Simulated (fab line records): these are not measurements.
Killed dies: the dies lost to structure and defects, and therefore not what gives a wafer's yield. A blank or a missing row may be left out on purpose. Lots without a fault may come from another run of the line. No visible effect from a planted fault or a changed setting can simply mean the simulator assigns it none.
A lot that was struck, set against a sound lot || flow ritCmos || 24 steps out of a route of 202
Sound: the wafers L486.3, L486.4, L486.6. The struck wafers were L497.2, L497.4, L497.6. The cause is given at the end.
Each step with rows lists, per side, the tool, then ch with its chambers, then its first start. Under that, the readings that differ: sound wafers || struck wafers || difference of the means || sigmas: that difference in standard deviations of wafers without a fault.
alike: readings whose means differ by less than 2 such deviations, and words and numbers that are the same on both sides. not compared: withheld readings, readings that some wafer has no value for, bounds like >300 that may hide the same value, and numbers for which the record gives no deviation and whose values overlap.
A row with sigmas, a row that says differs or no value, or rows on one side alone: a step with any of these is where the two part. Numbers that have no deviation but don't overlap get no sigmas and don't part them. A reading missing from all wafers of one side parts the sides only when that side holds two or more wafers.

first, 1 step without rows for these wafers: RIT_PRETRO_IMPLANT_08.
RIT_PRETRO_STRIP_09: strips in O2, time 180 s.
  sound on plasmaAsher-01 ch 0,1, day 3 10:10; struck on plasmaAsher-04 ch 0,1, day 5 17:05
  alike: drypumpMotorCurrentA
  not compared: rfHoursCounterH
RIT_PRETRO_TW_MEAS_10:
  sound on filmMetro-03, day 3 10:19; struck on filmMetro-01, day 5 17:16
  alike: PRETRO_TW
then, 5 steps without rows for these wafers: RIT_GATE_WET_ETCH_00 (etches SiO2 in BOE, target depth 56 nm, time 60 s); RIT_GATE_CLEAN_01 (cleans in SC1, time 600 s); RIT_GATE_CLEAN_02 (cleans in dHF, time 30 s); RIT_GATE_CLEAN_03 (cleans in SC2, time 600 s); RIT_GATE_CLEAN_04 (cleans in dHF, time 60 s).
RIT_FOX2_THK_MEAS_91:
  sound on filmMetro-02, day 3 10:48; struck on filmMetro-01, day 5 17:45
{"reading": "FIELD_OXIDE_LEFT_2_THK (nm)", "sound": "268 268 264", "struck": "248 250 250", "difference": -17, "sigmas": -2}
then, 2 steps without rows for these wafers: RIT_GATE_OXIDATION_05 (target thk 3 nm, ox time 274.8 s); RIT_GATE_ANNEAL_06 (time 600 s).
RIT_GATE_THK_MEAS_07:
  sound on filmMetro-02, day 3 12:29; struck on filmMetro-04, day 5 19:22
  alike: GATE_OXIDE_THK
RIT_GATE_CVD_08: deposits poly-Si from SiH4, target thk 250 nm, time 2220 s.
  sound on lpcvd-02 ch 0, day 3 12:32; struck on lpcvd-02 ch 0, day 5 19:25
{"reading": "model.poly-Si_of_GATE_CVD_08.thkNm (nm)", "sound": "253.2 251.5 250.3", "struck": "294.3 293.5 294.7", "difference": "+42.5", "sigmas": ""}
  alike: zonePowerCentrePct, zonePowerSourcePct
RIT_GATE_THK_MEAS_09:
  sound on filmMetro-01, day 3 14:10; struck on filmMetro-04, day 5 21:22
{"reading": "GATE_POLY_THK (nm)", "sound": "253.1 251.5 250.3", "struck": "294.3 293.3 294.6", "difference": "+42.4", "sigmas": "+17"}
  not compared: hold
then, 5 steps without rows for these wafers: RIT_GATE_COAT_11 (resist thk 850 nm); RIT_GATE_SOFTBAKE_12 (time 60 s); RIT_GATE_EXPOSE_13 (exposes mask M6, target cd 150 nm); RIT_GATE_PEB_14; RIT_GATE_DEVELOP_15 (develop time 50 s).
RIT_GATE_CD_MEAS_16 targets a cd of 150 nm.
  sound on cdSem-01, day 3 15:10; struck on cdSem-01, day 6 02:36
  alike: cdNm
RIT_GATE_OVL_MEAS_17:
  sound on overlay-02, day 3 15:15; struck on overlay-02, day 6 02:43
  alike: GATE_OVL
then, 1 step without rows for these wafers: RIT_GATE_HARDBAKE_18 (time 60 s).
RIT_GATE_ETCH_19: etches poly-Si in SF6/CHF3/O2, stops on SiO2, time 165 s, target depth 312.5 nm.
  sound on rieSi-02 ch 1,3, day 3 15:25; struck on rieSi-01 ch 2,3, day 6 02:59
{"reading": "oesProductAu (a.u.)", "sound": "0.864 0.869 0.867", "struck": "0.934 0.958 0.953", "difference": "+0.082", "sigmas": "+5"}
{"reading": "throttleValvePct (%)", "sound": "10.35 10.36 10.28", "struck": "10.14 9.91 9.90", "difference": -0.35, "sigmas": -2}
{"reading": "model.etch.depthNm (nm)", "sound": "253.2 251.5 250.3", "struck": "294.3 293.5 294.7", "difference": "+42.5", "sigmas": ""}
{"reading": "model.GATE.featureDepthNm (nm)", "sound": "253.2 251.5 250.3", "struck": "294.3 293.5 294.7", "difference": "+42.5", "sigmas": ""}
  alike: drypumpMotorCurrentA, rfFwdPowerW
  not compared: rfHoursCounterH
RIT_GATE_STRIP_20: strips in O2, time 180 s.
  sound on plasmaAsher-03 ch 0,1, day 3 15:35; struck on plasmaAsher-02 ch 0, day 6 03:21
  alike: drypumpMotorCurrentA
  not compared: rfHoursCounterH

== WHERE THEY PART ==
Last at RIT_GATE_ETCH_19 as far as this record goes, first at RIT_FOX2_THK_MEAS_91. Later steps at which nothing parts them and some readings are alike: RIT_GATE_STRIP_20.

WHY: what the simulator had put in
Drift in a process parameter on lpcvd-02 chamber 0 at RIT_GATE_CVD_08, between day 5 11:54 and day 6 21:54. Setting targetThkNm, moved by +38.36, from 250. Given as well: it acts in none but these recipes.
